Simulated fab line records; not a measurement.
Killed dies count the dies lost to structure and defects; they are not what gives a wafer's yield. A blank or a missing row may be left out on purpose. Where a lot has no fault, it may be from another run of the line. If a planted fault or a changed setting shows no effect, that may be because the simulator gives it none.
Struck lot and sound lot, side by side / flow rit_cmos / 26 steps out of a route of 202
Sound: the wafers L826.2, L826.3, L826.6. The struck wafers were L837.2, L837.4, L837.5. Last of all comes the cause.
Per side, at each step with rows, come the tool, then ch with its chambers, and then its first start. Under that, the readings that differ: sound wafers / struck wafers / difference of the means / sigmas: that difference in standard deviations of wafers without a fault.
alike: a reading whose means differ by less than 2 such deviations, as well as words and numbers matching on both sides. not compared: withheld readings; readings where some wafer has no value; bounds like >300 that might hide an equal value; numbers whose values overlap and for which the record gives no deviation.
Wherever a step has rows on one side only, a row that says differs or no value, or a row with sigmas, the two part there. Non-overlapping numbers with no deviation appear without sigmas and do not part them. A reading missing from all wafers of one side parts the sides only when that side holds two or more wafers.

first, 4 steps without rows for these wafers: RIT_CONTACT_SOFTBAKE_04 (time 60 s); RIT_CONTACT_EXPOSE_05 (exposes mask M11, target cd 1000 nm); RIT_CONTACT_PEB_06; RIT_CONTACT_DEVELOP_07 (develop time 120 s).
RIT_CONTACT_CD_MEAS_08: target cd 1000 nm.
  sound on cd_sem-01 at day 4 22:02; struck on cd_sem-02 at day 7 04:52
  alike: cd_nm
RIT_CONTACT_OVL_MEAS_09:
  sound on overlay-01 at day 4 22:08; struck on overlay-02 at day 7 04:58
  alike: CONTACT_OVL
then, 1 step without rows for these wafers: RIT_CONTACT_HARDBAKE_10 (time 60 s).
RIT_CONTACT_ETCH_11: etches SiO2 in CHF3/CF4/Ar, stops on TiSi2, target depth 480 nm, time 320 s.
  sound on rie_diel-03 ch 0,3, day 4 22:19; struck on rie_diel-03 ch 1,3, day 7 05:09
  alike: drypump_motor_current_A, oes_product_au, throttle_valve_pct
  not compared: rf_hours_counter_h
RIT_CONTACT_STRIP_12: strips in O2, time 180 s.
  sound on plasma_asher-04 ch 0,1, day 4 22:31; struck on plasma_asher-04 ch 0,1, day 7 05:21
  alike: drypump_motor_current_A
  not compared: rf_hours_counter_h
RIT_CONTACT_CD_MEAS_90: target cd 1000 nm.
  sound on cd_sem-02 at day 4 22:43; struck on cd_sem-01 at day 7 05:32
  alike: cd_nm
then, 2 steps without rows for these wafers: RIT_CONTACT_CLEAN_13 (cleans in SC1, time 600 s); RIT_CONTACT_CLEAN_14 (cleans in SC2, time 600 s).
RIT_M1_SPUTTER_00: material Al, target thk 400 nm, time 500 s.
  sound on pvd_sputter-03 at day 4 23:11; struck on pvd_sputter-02 at day 7 06:01
reading=model.Al_of_M1_SPUTTER_00.thk_nm (nm); sound=409 409.7 409; struck=442.9 428.9 435.3; difference=+26.5; sigmas=
  alike: throttle_valve_pct
RIT_M1_RS_MEAS_01: a four-point-probe measurement.
  sound on film_metro-01 at day 4 23:29; struck on film_metro-03 at day 7 06:37
reading=M1_AL_RS (ohm/sq); sound=0.0718 0.0715 0.0718; struck=0.0661 0.0684 0.0674; difference=-0.0044; sigmas=-4
  not compared: hold
RIT_M1_THK_MEAS_02: measures by xrf.
  sound on film_metro-01 at day 4 23:36; struck on film_metro-03 at day 7 08:41
reading=M1_AL_THK (nm); sound=408 408 408; struck=440 422 432; difference=+23; sigmas=+4
  not compared: hold
then, 5 steps without rows for these wafers: RIT_M1_COAT_04 (resist thk 1300 nm); RIT_M1_SOFTBAKE_05 (time 60 s); RIT_M1_EXPOSE_06 (exposes mask M12, target cd 2600 nm); RIT_M1_PEB_07; RIT_M1_DEVELOP_08 (develop time 68 s).
RIT_M1_CD_MEAS_09: target cd 2600 nm.
  sound on cd_sem-02 at day 5 00:54; struck on cd_sem-02 at day 7 14:52
reading=cd_nm (nm); sound=2597.1 2597.3 2598.3; struck=2603.5 2602.3 2601.1; difference=+4.7; sigmas=+2
RIT_M1_OVL_MEAS_10:
  sound on overlay-02 at day 5 01:01; struck on overlay-01 at day 7 14:58
  alike: M1_OVL
then, 1 step without rows for these wafers: RIT_M1_HARDBAKE_11 (time 120 s).
RIT_M1_METAL_ETCH_12: etches Al in Cl2/BCl3, stops on SiO2, time 165 s, target depth 600 nm.
  sound on rie_metal-04 ch 0, day 5 01:17; struck on rie_metal-04 ch 0, day 7 15:14
reading=oes_product_au (a.u.); sound=0.778 0.781 0.775; struck=0.817 0.808 0.807; difference=+0.033; sigmas=+4
  alike: drypump_motor_current_A, throttle_valve_pct
  not compared: rf_hours_counter_h
then, 1 step without rows for these wafers: RIT_M1_STRIP_13 (strips in nmp, time 600 s).
RIT_M1_PROBE_99:
  sound on prober-02 at day 5 03:35; struck on prober-01 at day 8 10:29
reading=hold; sound=- - -; struck=await_dispo/16.7h/release await_dispo/16.7h/release await_dispo/16.7h/release; difference=no value on the sound wafers; sigmas=
  alike: defect_limited_yield, killed_at_contacts, killed_at_front_end, killed_dies, killed_open, killed_short, sort_bin_3_pad_short, sort_bin_5_function, sort_bin_6_memory, sort_n_pass, sort_yield_pct

== WHERE THEY PART ==
Last at RIT_M1_PROBE_99 as far as this record goes, first at RIT_M1_RS_MEAS_01.

WHY: what had been put in by the simulator
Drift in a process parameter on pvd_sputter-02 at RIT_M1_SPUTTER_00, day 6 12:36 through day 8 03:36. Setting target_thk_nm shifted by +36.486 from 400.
